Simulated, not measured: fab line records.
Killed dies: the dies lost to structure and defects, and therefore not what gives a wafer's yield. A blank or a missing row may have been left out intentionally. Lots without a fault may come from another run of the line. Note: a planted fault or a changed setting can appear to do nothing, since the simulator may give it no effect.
fab line records -- flow berkeley-cmos170
record lots=15, wafers=45, last-day=12
route steps=331 shown CONTACT@232 M1@247 V1@268
lots that met no fault: taken from a fault-free run of the same line
start-h: the number of hours between the record's first day and the start of the first shown wafer of the lot -- wait-h: hours from the lot's prior step to this one -- " as in the row above -- L1.1+2: a row that stands for several wafers -- - no value, or no start given -- * or withheld: withheld -- < > ~ a bound
route shown NAME@n: a module of which the file shows steps, and the number in the route of the first -- usual: mean/standard deviation of fault-free wafers -- same: alike in all rows -- chamber/n: place in a boat -- sites: per-site readings -- _std_site: the standard deviation of these -- _edge_site: outer sites' mean less inner sites' -- radius-mm: for every site, how far away it sits from the centre of the wafer -- mask NAME#n: copy n -- behind: tool/chamber where the wafer was last shaped -- hold: what put the lot on hold/how long, in hours/how the hold closed -- device: the n, p or np transistor that did not switch -- end of line: at the end of the route, the tests of the same wafers -- a step with no rows: only its recipe -- killed: the dies lost at the first sort to structure and to defects; this is not the yield of the wafer -- map: per-die view of a wafer (x killed, . not killed, _ where there is no die)
set.NAME: setting as actually run; set.NAME@STEP: the setting as run at that earlier step -- model.NAME: the simulator's own value behind a step, which no gauge read
a sample of lots followed through the steps of the route, with each step as a table and each wafer as a row
services: when a tool's chamber went out of use (start-h, in hours from the record's first day, below 0 if earlier), for how many hours, and the reason
## steps
# step UCB170_CONTACT_OVL_MEAS_16
# usual CONTACT_OVL=-1/5.9
lot.wafer,tool,chamber,start-h,wait-h,CONTACT_OVL[nm]
L988.1,overlay-01,-,149.78,0.1,-5
L988.2,overlay-01,-,149.78,0.1,3
L988.4,overlay-01,-,149.78,0.1,3
L989.4,overlay-01,-,161.14,0.1,1
L989.5,overlay-01,-,161.14,0.1,7
L989.6,overlay-01,-,161.14,0.1,-1
L990.1,overlay-01,-,174.15,0.1,-2
L990.3,overlay-01,-,174.15,0.1,-5
L990.4,overlay-01,-,174.15,0.1,-7
L993.1,overlay-02,-,183.51,0.1,5
L993.3,overlay-02,-,183.51,0.1,4
L993.6,overlay-02,-,183.51,0.1,-2
L994.2,overlay-01,-,184.45,0.1,6
L994.5,overlay-01,-,184.45,0.1,11
L994.6,overlay-01,-,184.45,0.1,8
L995.1,overlay-02,-,193.57,0.1,-7
L995.5,overlay-02,-,193.57,0.1,-5
L995.6,overlay-02,-,193.57,0.1,2
L996.1,overlay-02,-,194.30,0.1,2
L996.4,overlay-02,-,194.30,0.1,-9
L996.6,overlay-02,-,194.30,0.1,-3
L998.1,overlay-01,-,208.01,0.1,-9
L998.2,overlay-01,-,208.01,0.1,-8
L998.6,overlay-01,-,208.01,0.1,-8
L101.1,overlay-01,-,223.12,0.1,-6
L101.5,overlay-01,-,223.12,0.1,-9
L101.6,overlay-01,-,223.12,0.1,-11
L100.1,overlay-01,-,223.39,0.1,6
L100.4,overlay-01,-,223.39,0.1,8
L100.5,overlay-01,-,223.39,0.1,-2
L102.1,overlay-01,-,223.57,0.1,5
L102.2,overlay-01,-,223.57,0.1,1
L102.6,overlay-01,-,223.57,0.1,-2
L103.3,overlay-02,-,238.13,0.1,-7
L103.4,overlay-02,-,238.13,0.1,1
L103.6,overlay-02,-,238.13,0.1,2
L110.4,overlay-01,-,256.25,0.1,-12
L110.5,overlay-01,-,256.25,0.1,-10
L110.6,overlay-01,-,256.25,0.1,-9
L108.1,overlay-02,-,260.19,0.1,9
L108.2,overlay-02,-,260.19,0.1,2
L108.3,overlay-02,-,260.19,0.1,4
L109.1,overlay-01,-,260.54,0.1,-1
L109.4,overlay-01,-,260.54,0.1,-1
L109.5,overlay-01,-,260.54,0.1,-4
# step UCB170_CONTACT_CD_MEAS_90
# recipe target-cd-nm=700
# usual cd-nm=700.3/1.5
lot.wafer,tool,chamber,start-h,wait-h,cd-nm
L988.1,cd-sem-02,-,150.09,0.1,702.5
L988.2,cd-sem-02,-,150.09,0.1,702.0
L988.4,cd-sem-02,-,150.09,0.1,702.7
L989.4,cd-sem-01,-,161.48,0.1,700.2
L989.5,cd-sem-01,-,161.48,0.1,700.4
L989.6,cd-sem-01,-,161.48,0.1,699.8
L990.1,cd-sem-02,-,174.46,0.1,699.8
L990.3,cd-sem-02,-,174.46,0.1,701.2
L990.4,cd-sem-02,-,174.46,0.1,700.4
L993.1,cd-sem-01,-,183.82,0.1,697.8
L993.3,cd-sem-01,-,183.82,0.1,697.0
L993.6,cd-sem-01,-,183.82,0.1,699.1
L994.2,cd-sem-01,-,184.77,0.1,699.4
L994.5,cd-sem-01,-,184.77,0.1,699.4
L994.6,cd-sem-01,-,184.77,0.1,700.5
L995.1,cd-sem-01,-,193.87,0.1,700.6
L995.5,cd-sem-01,-,193.87,0.1,702.3
L995.6,cd-sem-01,-,193.87,0.1,701.0
L996.1,cd-sem-02,-,194.61,0.1,699.4
L996.4,cd-sem-02,-,194.61,0.1,700.0
L996.6,cd-sem-02,-,194.61,0.1,699.6
L998.1,cd-sem-01,-,208.32,0.1,699.6
L998.2,cd-sem-01,-,208.32,0.1,699.6
L998.6,cd-sem-01,-,208.32,0.1,699.0
L101.1,cd-sem-01,-,223.42,0.1,701.4
L101.5,cd-sem-01,-,223.42,0.1,703.7
L101.6,cd-sem-01,-,223.42,0.1,700.1
L100.1,cd-sem-01,-,223.76,0.1,701.8
L100.4,cd-sem-01,-,223.76,0.1,701.7
L100.5,cd-sem-01,-,223.76,0.1,699.4
L102.1,cd-sem-02,-,223.88,0.1,700.0
L102.2,cd-sem-02,-,223.88,0.1,699.2
L102.6,cd-sem-02,-,223.88,0.1,698.1
L103.3,cd-sem-01,-,238.52,0.1,702.2
L103.4,cd-sem-01,-,238.52,0.1,702.4
L103.6,cd-sem-01,-,238.52,0.1,701.9
L110.4,cd-sem-01,-,256.59,0.1,700.4
L110.5,cd-sem-01,-,256.59,0.1,697.9
L110.6,cd-sem-01,-,256.59,0.1,697.6
L108.1,cd-sem-02,-,260.49,0.1,701.1
L108.2,cd-sem-02,-,260.49,0.1,700.2
L108.3,cd-sem-02,-,260.49,0.1,701.8
L109.1,cd-sem-02,-,260.84,0.1,698.0
L109.4,cd-sem-02,-,260.84,0.1,699.8
L109.5,cd-sem-02,-,260.84,0.1,700.0
# step UCB170_M1_CD_MEAS_09
# recipe target-cd-nm=700
# usual cd-nm=699.9/1.4
lot.wafer,tool,chamber,start-h,wait-h,cd-nm
L988.1,cd-sem-02,-,151.47,-,702.1
L988.2,cd-sem-02,-,151.47,-,700.3
L988.4,cd-sem-02,-,151.47,-,701.0
L989.4,cd-sem-02,-,163.22,-,698.0
L989.5,cd-sem-02,-,163.22,-,699.0
L989.6,cd-sem-02,-,163.22,-,699.3
L990.1,cd-sem-02,-,176.26,-,699.6
L990.3,cd-sem-02,-,176.26,-,699.9
L990.4,cd-sem-02,-,176.26,-,700.6
L993.1,cd-sem-02,-,185.72,-,699.8
L993.3,cd-sem-02,-,185.72,-,701.8
L993.6,cd-sem-02,-,185.72,-,701.8
L994.2,cd-sem-01,-,187.94,-,700.3
L994.5,cd-sem-01,-,187.94,-,700.4
L994.6,cd-sem-01,-,187.94,-,700.6
L995.1,cd-sem-02,-,196.60,-,700.7
L995.5,cd-sem-02,-,196.60,-,701.7
L995.6,cd-sem-02,-,196.60,-,702.2
L996.1,cd-sem-01,-,197.18,-,698.9
L996.4,cd-sem-01,-,197.18,-,700.8
L996.6,cd-sem-01,-,197.18,-,699.5
L998.1,cd-sem-02,-,210.04,-,698.3
L998.2,cd-sem-02,-,210.04,-,698.1
L998.6,cd-sem-02,-,210.04,-,697.7
L101.1,cd-sem-01,-,225.49,-,699.3
L101.5,cd-sem-01,-,225.49,-,700.1
L101.6,cd-sem-01,-,225.49,-,700.6
L100.1,cd-sem-02,-,225.52,-,700.6
L100.4,cd-sem-02,-,225.52,-,699.4
L100.5,cd-sem-02,-,225.52,-,700.6
L102.1,cd-sem-01,-,225.67,-,700.0
L102.2,cd-sem-01,-,225.67,-,699.5
L102.6,cd-sem-01,-,225.67,-,699.9
L103.3,cd-sem-01,-,240.37,-,702.0
L103.4,cd-sem-01,-,240.37,-,700.5
L103.6,cd-sem-01,-,240.37,-,700.8
L110.4,cd-sem-01,-,258.24,-,699.8
L110.5,cd-sem-01,-,258.24,-,700.4
L110.6,cd-sem-01,-,258.24,-,699.1
L108.1,cd-sem-01,-,261.92,-,698.1
L108.2,cd-sem-01,-,261.92,-,699.2
L108.3,cd-sem-01,-,261.92,-,699.1
L109.1,cd-sem-01,-,262.57,-,697.2
L109.4,cd-sem-01,-,262.57,-,698.3
L109.5,cd-sem-01,-,262.57,-,697.9
# step UCB170_V1_ETCH_14
# recipe chemistry=CHF3/CF4/Ar, target=SiO2, stop-on=Al, CHF3_flow_sccm=45, cf4-flow-sccm=15, Ar_flow_sccm=150, pressure-mtorr=200, rf-w=700, target-depth-a=12500, over-etch-frac=0.25, time-s=291
# usual CHF3_flow_sccm=44.98/0.12, cf4-flow-sccm=14.99/0.043, drypump-motor-current-A=5.7/0.45, oes-product-au=0.876/0.014, throttle-valve-pct=6.94/0.11
lot.wafer,tool,chamber,start-h,wait-h,CHF3_flow_sccm,cf4-flow-sccm,drypump-motor-current-A,oes-product-au,rf-hours-counter-h,throttle-valve-pct
L988.1,rie-diel-04,2,160.52,0.0,44.98,14.99,5.1,0.892,2,6.95
L988.2,rie-diel-04,1,160.52,0.0,45.05,14.94,5.6,0.864,119,6.96
L988.4,rie-diel-04,3,160.52,0.0,44.96,15.00,6.0,0.890,-,6.99
L989.4,rie-diel-03,2,172.68,0.0,44.89,15.04,5.7,0.888,61,7.03
L989.5,rie-diel-03,1,172.68,0.0,45.00,14.99,6.3,0.890,-,6.97
L989.6,rie-diel-03,2,172.68,0.0,45.08,14.98,5.7,0.893,-,7.02
L990.1,rie-diel-03,0,183.76,0.0,44.88,14.91,5.6,0.860,139,7.17
L990.3,rie-diel-03,3,183.76,0.0,45.03,15.00,5.3,0.868,150,6.95
L990.4,rie-diel-03,2,183.76,0.0,44.89,14.97,5.7,0.885,61,7.04
L993.1,rie-diel-04,3,192.54,0.0,44.94,15.02,6.0,0.899,35,6.99
L993.3,rie-diel-04,1,192.54,0.0,44.80,14.95,5.6,0.866,120,6.98
L993.6,rie-diel-04,1,192.54,0.0,44.79,14.96,5.6,0.862,-,6.98
L994.2,rie-diel-03,0,198.48,0.0,44.86,14.99,5.6,0.869,140,7.18
L994.5,rie-diel-03,2,198.48,0.0,45.03,14.95,5.7,0.893,-,7.00
L994.6,rie-diel-03,1,198.48,0.0,44.96,14.96,6.4,0.886,-,6.97
L995.1,rie-diel-01,1,201.85,0.0,44.89,14.91,6.6,0.881,5,6.68
L995.5,rie-diel-01,0,201.85,0.0,45.06,14.97,6.6,0.868,-,6.84
L995.6,rie-diel-01,1,201.85,0.0,44.98,14.90,6.6,0.883,-,6.69
L996.1,rie-diel-04,2,205.55,0.0,45.02,14.98,5.1,0.888,4,6.97
L996.4,rie-diel-04,1,205.55,0.0,44.81,14.94,5.6,0.867,-,6.97
L996.6,rie-diel-04,3,205.55,0.0,44.65,15.07,5.9,0.897,-,6.99
L998.1,rie-diel-04,0,215.66,0.0,45.19,15.01,5.7,0.865,1,6.85
L998.2,rie-diel-04,2,215.66,0.0,44.91,14.92,5.1,0.885,5,6.96
L998.6,rie-diel-04,2,215.66,0.0,45.22,14.93,5.1,0.889,-,6.96
L101.1,rie-diel-01,2,231.67,0.0,-,-,-,-,-,-
L101.5,rie-diel-01,3,231.67,0.0,-,-,-,-,-,-
L101.6,rie-diel-01,2,231.67,0.0,-,-,-,-,-,-
L102.1,rie-diel-03,1,231.80,0.0,-,-,-,-,-,-
L102.2,rie-diel-03,2,231.80,0.0,-,-,-,-,-,-
L102.6,rie-diel-03,2,231.80,0.0,-,-,-,-,-,-
L100.1,rie-diel-04,2,232.08,0.0,-,-,-,-,-,-
L100.4,rie-diel-04,3,232.08,0.0,-,-,-,-,-,-
L100.5,rie-diel-04,3,232.08,0.0,-,-,-,-,-,-
L103.3,rie-diel-04,3,249.92,0.0,44.80,15.04,6.0,0.893,37,7.00
L103.4,rie-diel-04,0,249.92,0.0,45.16,14.96,5.7,0.876,2,6.83
L103.6,rie-diel-04,0,249.92,0.0,44.87,15.02,5.7,0.865,-,6.85
L110.4,rie-diel-04,1,265.86,0.0,44.95,15.06,5.6,0.865,123,6.97
L110.5,rie-diel-04,0,265.86,0.0,45.05,14.95,5.7,0.870,-,6.84
L110.6,rie-diel-04,3,265.86,0.0,44.95,15.06,6.0,0.891,-,7.00
L108.1,rie-diel-01,0,270.08,0.0,45.19,15.04,6.6,0.868,10,6.83
L108.2,rie-diel-01,2,270.08,0.0,45.06,15.02,5.3,0.871,0,7.04
L108.3,rie-diel-01,3,270.08,0.0,44.85,14.97,5.6,0.848,109,6.78
L109.1,rie-diel-04,1,270.35,0.0,44.91,15.04,5.5,0.862,124,6.98
L109.4,rie-diel-04,3,270.35,0.0,45.00,15.07,6.0,0.889,38,6.99
L109.5,rie-diel-04,1,270.35,0.0,44.95,14.99,5.5,0.859,-,6.96
# step UCB170_V1_STRIP_15
# recipe chemistry=O2, power-w=400, pressure-mtorr=3500, platen-temp-c=withheld, o2-flow-sccm=400, overash-fraction=0.5
# usual drypump-motor-current-A=5.5/0.52, oes-product-au=0.722/0.005, strip-time-to-endpoint-s=15.31/0.11
lot.wafer,tool,chamber,start-h,wait-h,drypump-motor-current-A,oes-product-au,rf-hours-counter-h,strip-time-to-endpoint-s
L988.1,plasma-asher-01,0,160.70,0.1,5.0,0.731,1,15.37
L988.2,plasma-asher-01,1,160.70,0.1,5.7,0.722,1,15.12
L988.4,plasma-asher-01,0,160.70,0.1,5.0,0.717,-,15.31
L989.4,plasma-asher-01,1,172.89,0.1,5.7,0.717,-,15.41
L989.5,plasma-asher-01,1,172.89,0.1,5.7,0.729,-,15.19
L989.6,plasma-asher-01,0,172.89,0.1,5.0,0.722,-,15.47
L990.1,plasma-asher-01,1,183.94,0.1,5.6,0.723,3,15.15
L990.3,plasma-asher-01,0,183.94,0.1,5.0,0.720,-,15.31
L990.4,plasma-asher-01,1,183.94,0.1,5.6,0.727,-,15.38
L993.1,plasma-asher-01,1,192.72,0.1,5.7,0.725,4,15.31
L993.3,plasma-asher-01,0,192.72,0.1,5.0,0.727,-,15.15
L993.6,plasma-asher-01,1,192.72,0.1,5.7,0.721,-,15.20
L994.2,plasma-asher-01,0,198.66,0.1,5.0,0.717,5,15.12
L994.5,plasma-asher-01,0,198.66,0.1,5.0,0.718,-,15.31
L994.6,plasma-asher-01,1,198.66,0.1,5.6,0.715,-,15.02
L995.1,plasma-asher-01,1,202.03,0.1,5.7,0.719,6,15.39
L995.5,plasma-asher-01,1,202.03,0.1,5.7,0.715,-,15.32
L995.6,plasma-asher-01,0,202.03,0.1,5.0,0.721,-,15.45
L996.1,plasma-asher-01,1,205.73,0.1,5.7,0.715,6,15.50
L996.4,plasma-asher-01,0,205.73,0.1,5.0,0.715,-,15.32
L996.6,plasma-asher-01,0,205.73,0.1,5.0,0.721,-,15.42
L998.1,plasma-asher-01,1,215.84,0.1,5.7,0.713,8,15.35
L998.2,plasma-asher-01,0,215.84,0.1,5.0,0.714,8,15.46
L998.6,plasma-asher-01,1,215.84,0.1,5.7,0.717,-,15.41
L101.1,plasma-asher-02,0,231.85,0.1,4.8,0.743,54,21.57
L101.5,plasma-asher-02,1,231.85,0.1,6.0,0.740,-,21.60
L101.6,plasma-asher-02,0,231.85,0.1,4.8,0.742,-,21.54
L102.1,plasma-asher-01,1,231.98,0.1,5.7,0.729,10,21.62
L102.2,plasma-asher-01,0,231.98,0.1,5.0,0.741,10,21.59
L102.6,plasma-asher-01,0,231.98,0.1,5.0,0.734,-,21.64
L100.1,plasma-asher-01,1,232.26,0.1,5.7,0.734,11,21.63
L100.4,plasma-asher-01,0,232.26,0.1,5.0,0.733,-,21.70
L100.5,plasma-asher-01,0,232.26,0.1,5.0,0.732,-,21.64
L103.3,plasma-asher-01,0,250.13,0.1,5.0,0.720,-,15.33
L103.4,plasma-asher-01,1,250.13,0.1,5.7,0.726,-,15.30
L103.6,plasma-asher-01,0,250.13,0.1,5.0,0.722,-,15.28
L110.4,plasma-asher-02,1,266.07,0.1,6.0,0.725,-,15.21
L110.5,plasma-asher-02,1,266.07,0.1,6.0,0.726,-,15.09
L110.6,plasma-asher-02,0,266.07,0.1,4.8,0.727,-,15.21
L108.1,plasma-asher-03,0,270.26,0.1,6.0,0.714,61,15.36
L108.2,plasma-asher-03,1,270.26,0.1,6.4,0.718,61,15.43
L108.3,plasma-asher-03,0,270.26,0.1,6.0,0.720,-,15.35
L109.1,plasma-asher-01,0,270.53,0.1,5.0,0.725,15,15.33
L109.4,plasma-asher-01,0,270.53,0.1,5.0,0.729,-,15.14
L109.5,plasma-asher-01,0,270.53,0.1,5.0,0.722,-,15.32
# step UCB170_V1_CD_MEAS_90
# recipe target-cd-nm=700
# usual cd-nm=700.0/1.6
lot.wafer,tool,chamber,start-h,wait-h,cd-nm
L988.1,cd-sem-02,-,160.85,0.1,701.0
L988.2,cd-sem-02,-,160.85,0.1,701.5
L988.4,cd-sem-02,-,160.85,0.1,697.2
L989.4,cd-sem-01,-,173.01,0.1,700.8
L989.5,cd-sem-01,-,173.01,0.1,700.0
L989.6,cd-sem-01,-,173.01,0.1,699.6
L990.1,cd-sem-01,-,184.04,0.1,698.9
L990.3,cd-sem-01,-,184.04,0.1,698.6
L990.4,cd-sem-01,-,184.04,0.1,698.2
L993.1,cd-sem-01,-,192.82,0.1,698.0
L993.3,cd-sem-01,-,192.82,0.1,700.7
L993.6,cd-sem-01,-,192.82,0.1,699.4
L994.2,cd-sem-01,-,198.78,0.1,699.7
L994.5,cd-sem-01,-,198.78,0.1,698.8
L994.6,cd-sem-01,-,198.78,0.1,699.3
L995.1,cd-sem-01,-,202.13,0.1,700.4
L995.5,cd-sem-01,-,202.13,0.1,699.6
L995.6,cd-sem-01,-,202.13,0.1,701.2
L996.1,cd-sem-01,-,205.83,0.1,698.2
L996.4,cd-sem-01,-,205.83,0.1,701.0
L996.6,cd-sem-01,-,205.83,0.1,699.3
L998.1,cd-sem-01,-,215.94,0.1,703.5
L998.2,cd-sem-01,-,215.94,0.1,700.0
L998.6,cd-sem-01,-,215.94,0.1,701.9
L101.1,cd-sem-02,-,231.95,0.1,-
L101.5,cd-sem-02,-,231.95,0.1,-
L101.6,cd-sem-02,-,231.95,0.1,-
L102.1,cd-sem-01,-,232.08,0.1,-
L102.2,cd-sem-01,-,232.08,0.1,-
L102.6,cd-sem-01,-,232.08,0.1,-
L100.1,cd-sem-02,-,232.36,0.1,-
L100.4,cd-sem-02,-,232.36,0.1,-
L100.5,cd-sem-02,-,232.36,0.1,-
L103.3,cd-sem-01,-,250.24,0.1,699.5
L103.4,cd-sem-01,-,250.24,0.1,701.5
L103.6,cd-sem-01,-,250.24,0.1,701.2
L110.4,cd-sem-01,-,266.20,0.1,701.1
L110.5,cd-sem-01,-,266.20,0.1,700.6
L110.6,cd-sem-01,-,266.20,0.1,698.3
L108.1,cd-sem-02,-,270.36,0.1,697.7
L108.2,cd-sem-02,-,270.36,0.1,696.3
L108.3,cd-sem-02,-,270.36,0.1,698.6
L109.1,cd-sem-01,-,270.63,0.1,701.9
L109.4,cd-sem-01,-,270.63,0.1,701.5
L109.5,cd-sem-01,-,270.63,0.1,702.1
## services
tool,chamber,start-h,hours,kind
rie-diel-04,3,142.27,6.8,repair
rie-diel-04,0,151.21,7.3,repair
rie-diel-03,3,151.24,7.8,repair
rie-diel-04,0,158.48,-,clean
rie-diel-04,0,158.48,16.1,scheduled-down
rie-diel-04,0,158.48,16.1,vent-cycle
rie-diel-03,0,163.48,1.8,repair
rie-diel-04,2,186.95,4.3,repair
rie-diel-03,3,190.55,10.0,repair
rie-diel-03,3,200.58,-,clean
rie-diel-03,3,200.58,23.8,scheduled-down
rie-diel-03,3,200.58,23.8,vent-cycle
rie-diel-04,0,202.69,10.8,repair
rie-diel-01,1,214.85,5.7,repair
rie-diel-04,-,220.34,0.7,repair
rie-diel-03,0,227.21,-,clean
rie-diel-03,0,227.21,17.3,scheduled-down
rie-diel-03,0,227.21,17.3,vent-cycle
rie-diel-01,2,251.13,-,clean
rie-diel-01,2,251.13,18.2,scheduled-down
rie-diel-01,2,251.13,18.2,vent-cycle
plasma-asher-02,-,257.22,3.6,repair
rie-diel-04,-,262.88,2.8,pm
## key
first-sign step=UCB170_V1_ETCH_14, reading=tool-record, direction=missing
effect step=UCB170_V1_STRIP_15, reading=strip-time-to-endpoint-s, direction=up, sigmas=56, usual=*, struck=*
effect step=UCB170_V1_CD_MEAS_90, reading=cd-nm, direction=missing
met-at UCB170_V1_ETCH_14
struck-lots L100,L101,L102
later-rows-left-out L100.1,L100.4,L100.5,L101.1,L101.5,L101.6,L102.1,L102.2,L102.6
sort-left-out L100.1,L100.4,L100.5,L101.1,L101.5,L101.6,L102.1,L102.2,L102.6
not-acting-at UCB170_CONTACT_OVL_MEAS_16,UCB170_CONTACT_CD_MEAS_90,UCB170_M1_CD_MEAS_09
onset-between 215.66 231.67
fault kind=skipped-step-whole, tool=rie-diel-01,rie-diel-03,rie-diel-04, chamber=-, onset-h=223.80, steps=UCB170_V1_ETCH_14, scope=struck-lots-only
# sort-left-out: the simulated sort isn't trusted on such a fault, so these wafers' sort isn't shown, and their yield isn't known
# later-rows-left-out: the simulator's readings of these wafers behind a module that went badly wrong aren't trusted and aren't shown, but for the sort
